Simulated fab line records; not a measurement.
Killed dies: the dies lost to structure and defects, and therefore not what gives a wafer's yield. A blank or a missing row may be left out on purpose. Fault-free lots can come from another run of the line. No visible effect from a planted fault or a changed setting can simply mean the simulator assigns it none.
Struck lot and sound lot, side by side -- flow ritCmos -- 15 steps out of a route of 202
Sound: the wafers L388.1, L388.3, L388.5. Wafers L381.1, L381.2, L381.4 were the ones struck. At the end, the cause is stated.
Each step with rows lists, per side, the tool, then ch with its chambers, then its first start. Under that, the readings that differ: sound wafers -- struck wafers -- difference of the means -- sigmas: that difference in standard deviations of wafers without a fault.
alike: same words and numbers on both sides, and readings whose means sit less than 2 such deviations apart. not compared: any withheld reading, any reading some wafer has no value for, any bound like >300 that may hide the same value, and any number with overlapping values for which the record gives no deviation.
The two part at a step that has a row with sigmas, a row that says differs or no value, or rows on one side only. When numbers do not overlap yet have no deviation, they are printed without sigmas and do not part them. A reading missing from all wafers of one side parts the sides only when that side holds two or more wafers.

first, 2 steps without rows for these wafers: RIT_PLDD_HARDBAKE_07 (time 60 s); RIT_PLDD_IMPLANT_08.
RIT_PLDD_STRIP_09: strips in O2, time 180 s.
  sound on plasmaAsher-02 ch 1, day 6 09:41; struck on plasmaAsher-02 ch 0,1, day 4 18:37
reading,sound,struck,difference,sigmas
o2FlowSccm (sccm),4015 4004 4024,3976 3999 3966,-34,-3
  alike: drypumpMotorCurrentA
  not compared: rfHoursCounterH
RIT_PLDD_TW_MEAS_10:
  sound: filmMetro-02 at day 6 09:52; struck: filmMetro-02 at day 4 18:48
  alike: PLDD_TW
then, 4 steps without rows for these wafers: RIT_SPACER_CLEAN_00 (cleans in SC1, time 600 s); RIT_SPACER_CLEAN_01 (cleans in dHF, time 29.24 s); RIT_SPACER_CLEAN_02 (cleans in SC2, time 600 s); RIT_SPACER_CVD_03 (deposits Si3N4 from SiH2Cl2/NH3, target thk 250 nm, time 3300 s).
RIT_SPACER_THK_MEAS_04:
  sound: filmMetro-02 at day 6 13:10; struck: filmMetro-02 at day 4 21:08
  alike: SPACER_NITRIDE_THK
RIT_SPACER_ETCHBACK_05: etches Si3N4 in SF6/CHF3, stops on SiO2, target depth 250 nm, time 240 s.
  sound on rieDiel-02 ch 0,1,3, day 6 13:14; struck on rieDiel-02 ch 0,1,3, day 4 21:12
  alike: drypumpMotorCurrentA, oesProductAu, throttleValvePct
  not compared: rfHoursCounterH
then, 2 steps without rows for these wafers: RIT_NSD_HMDS_00 (prime time 60 s); RIT_NSD_COAT_01 (resist thk 1000 nm).
RIT_NSD_SOFTBAKE_02: time 60 s.
  sound on lithoTrack-01 ch 0, day 6 13:41; struck on lithoTrack-02 ch 0, day 4 21:39
reading,sound,struck,difference,sigmas
heaterPowerTotalW (W),34.60 34.57 34.54,35.17 34.95 35.14,+0.52,+10
plateTempC (C),89.82 89.79 89.96,90.86 90.97 91.10,+1.12,+10
then, 1 step without rows for these wafers: RIT_NSD_EXPOSE_03 (exposes mask M9, target cd 40700 nm).
RIT_M1_PROBE_99:
  rows exist in the record for the sound wafers here (prober-01, day 7 00:21), none for the struck ones

WHERE THEY PART
Last at RIT_M1_PROBE_99 as far as this record goes, first at RIT_PLDD_STRIP_09.

WHY: whatever the simulator had introduced
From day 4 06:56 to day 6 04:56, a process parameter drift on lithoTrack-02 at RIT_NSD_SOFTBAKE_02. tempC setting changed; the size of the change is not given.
